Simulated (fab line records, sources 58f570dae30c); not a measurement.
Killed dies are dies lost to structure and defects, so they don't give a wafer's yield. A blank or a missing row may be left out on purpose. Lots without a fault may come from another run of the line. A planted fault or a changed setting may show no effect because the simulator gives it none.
Split-lot experiment | flow berkeley_cmos170 | 5 lots, 23 wafers read, on a route of 331 steps

THE SPLIT
At UCB170_PLDD_EXPOSE_03 (exposes mask PSELECT, target cd 1200 nm), the setting dose_mj was moved away from the recipe's 30 on 7 of the 23 wafers read, by -7.5% to +5.1%. The other wafers ran this setting at the recipe's value.

FROM THE SPLIT TO THE READING: what the file shows between them, 2 steps
- UCB170_PLDD_PEB_04
- UCB170_PLDD_DEVELOP_05: develop time 45 s

THE READING
cd_nm, in nm, at UCB170_PLDD_CD_MEAS_06 (target cd 1200 nm). Fault-free wafers of this fab line usually give 1199.8 nm, standard deviation 1.6 nm.

wafer  | tool, chamber at the split | dose_mj as run | against the recipe | cd_nm, nm | against lot-mates on the recipe
L078.1 | krf_scanner-02, 0          | 31.53          | +5.1%              | 1208.1    | +9.9
L078.2 | krf_scanner-02, 0          | 30             | recipe             | 1197.4    | -
L078.4 | krf_scanner-02, 0          | 31.53          | +5.1%              | 1206.7    | +8.5
L078.5 | krf_scanner-02, 0          | 30             | recipe             | 1197.6    | -
L078.6 | krf_scanner-02, 0          | 30             | recipe             | 1199.5    | -
L079.1 | krf_scanner-01, 0          | 27.75          | -7.5%              | 1184.6    | -13.8
L079.2 | krf_scanner-01, 0          | 30             | recipe             | 1198.4    | -
L079.3 | krf_scanner-01, 0          | 30             | recipe             | 1198.4    | -
L079.5 | krf_scanner-01, 0          | 27.75          | -7.5%              | 1186.0    | -12.4
L079.6 | krf_scanner-01, 0          | 27.75          | -7.5%              | 1186.5    | -11.9
L081.1 | krf_scanner-02, 0          | 30             | recipe             | 1198.0    | -
L081.2 | krf_scanner-02, 0          | 30             | recipe             | 1199.1    | -
L081.6 | krf_scanner-02, 0          | 30             | recipe             | 1199.7    | -
L084.1 | krf_scanner-02, 0          | 30             | recipe             | 1201.7    | -
L084.2 | krf_scanner-02, 0          | 30             | recipe             | 1202.9    | -
L084.4 | krf_scanner-02, 0          | 30             | recipe             | 1200.7    | -
L084.5 | krf_scanner-02, 0          | 30             | recipe             | 1201.7    | -
L084.6 | krf_scanner-02, 0          | 30             | recipe             | 1201.1    | -
L085.1 | krf_scanner-02, 0          | 29.09          | -3.0%              | 1196.1    | -6.1
L085.2 | krf_scanner-02, 0          | 30             | recipe             | 1202.3    | -
L085.4 | krf_scanner-02, 0          | 30             | recipe             | 1203.5    | -
L085.5 | krf_scanner-02, 0          | 30             | recipe             | 1200.8    | -
L085.6 | krf_scanner-02, 0          | 29.09          | -3.0%              | 1196.6    | -5.6

THE FIT
A straight line over all 23 wafers: cd_nm changes by +1.75 nm for each +1% of dose_mj; r = +0.95; the points scatter about the line by 1.9 nm.
The same after taking each lot's own level away (the mean of its wafers on the recipe; 23 wafers): +1.74 nm for each +1%; r = +0.99; scatter 0.84 nm.
On that fit, the largest move of dose_mj shifts the reading by 13 nm.
The lots' own levels span 1198.17 to 1202.20 nm, that is 2.5 times the standard deviation above.
So the lot-to-lot level changes the slope little: the two slopes agree.
Check: with one of the wafers moved furthest among these (-7.5%) left out of the fit, the line predicts -12.8 nm for it against its lot-mates. It came out at -13.8 nm against them.

OTHER SPLITS ON THESE WAFERS
These wafers also went through other splits before the reading. Each is held against what the fit with the lots' levels taken away leaves over:
other split on the same wafers   | wafers away from the commonest value | r with cd_nm (lot level and that fit taken away)
UCB170_NWELL_CVD_04 time_s       | 18                                   | -0.01
UCB170_NWELL_ETCH_13 time_s      | 8                                    | +0.03
UCB170_ACTIVE_EXPOSE_10 dose_mj  | 8                                    | -0.01
UCB170_PVT_IMPLANT_07 energy_kev | 11                                   | +0.01

THE FILE'S OWN FIT
cd_nm changes by +1.75 nm for each +1% of dose_mj, r = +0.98.
